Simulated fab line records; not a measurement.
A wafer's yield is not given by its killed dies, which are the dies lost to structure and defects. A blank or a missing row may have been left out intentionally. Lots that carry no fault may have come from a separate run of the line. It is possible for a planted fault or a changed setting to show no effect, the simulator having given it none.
8D (eight disciplines) problem report, filled in by code :: flow berkeleyCmos170 :: the parts of the form that need people (team, actions taken, sign-off) are left out

## 1. WHAT WENT WRONG
stripTimeToEndpointS at UCB170_V1_STRIP_15 reads a mean of 16.04 s on 3 wafers of 2 lots; wafers without a fault read 15.33 s with a standard deviation of 0.11. Relative to the usual mean, that is a shift of +6.4 standard deviations.
The step: strips in O2.
First observed at day 10 15:04: wafer L303.1, on plasmaAsher-02. The record has a number at this step for 42 wafers belonging to 14 lots. By rule, "out" or "out of limits" means more than 4 standard deviations away from the usual mean. Any other wafer with a number is counted as sound.

## 2. WHAT IT IS; WHAT IT IS NOT
question: which readings at this step
is: stripTimeToEndpointS
is not: drypumpMotorCurrentA, oesProductAu

question: which lots
is: L303, L309
is not: L289, L290, L291, L292, L293, L294, L296, L297, L300, L302, L304, L312

question: which wafers of those lots
is: L303.1, L309.1, L309.6
is not: L303.2, L303.5, L309.5

question: read on which tools
is: plasmaAsher-01, plasmaAsher-02
is not: plasmaAsher-03

question: when
is: from day 10 15:04
is not: up to then (35 sound wafers); but 4 sound wafers of L309, L312 came after

## 3. THE SUSPECTS, EACH WITH WHAT RULES IT OUT
Counting: any tool at a process step up to the reading remains a suspect provided it ran every lot that is out. Sound lots after the first of them don't rule it out here, since some wafers of a struck lot are sound.
- rieDiel-04 at UCB170_V1_ETCH_14 (etches SiO2 in CHF3/CF4/Ar, stops on Al, target depth 1250 nm, time 291 s): kept. It processed each lot that is out (first: L303, day 10 14:53); up to then, its last sound lot is L302 (day 10 03:08).
- Within rieDiel-04 at UCB170_V1_ETCH_14: the wafers that are out ran in chamber 1; their sound lot-mates ran in chambers 0, 2.
Left after counting: rieDiel-04 at UCB170_V1_ETCH_14.

## 4. THE CAUSE (what the simulator had put in)
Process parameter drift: rieDiel-04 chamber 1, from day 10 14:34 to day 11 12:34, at UCB170_V1_ETCH_14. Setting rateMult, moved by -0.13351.
The count eliminated every tool but this one.

## 5. THE EFFECT CHAIN, in route order
Rows list readings where the struck wafers' mean (over those with a number) sits beyond 3 standard deviations from the usual. Scope: only readings with a usual standard deviation given in the record; hours: median across lots of the time from each lot's start at the first step in this table that gives one to its start at this step; sigmas: change in usual standard deviations.
hours: 0
step: UCB170_V1_STRIP_15
reading: stripTimeToEndpointS
usual: 15.33 s
on struck wafers: 16.04
change: +0.71
sigmas: +6.4
The process steps in it:
- UCB170_V1_STRIP_15: strips in O2.

## 6. WHAT WOULD HAVE CAUGHT IT SOONER
In this record the first reading out of limits was taken at day 10 15:04, 1 hour after the fault began at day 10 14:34.
An alarm limit of 4 standard deviations would not have fired on the tool readings at UCB170_V1_ETCH_14 for which the record gives a usual standard deviation, since none of them was out on any struck wafer.
Lots out: 2; of these, L309 started UCB170_V1_ETCH_14 on rieDiel-04 after day 10 15:04. A hold on the tool at that time would have spared it.
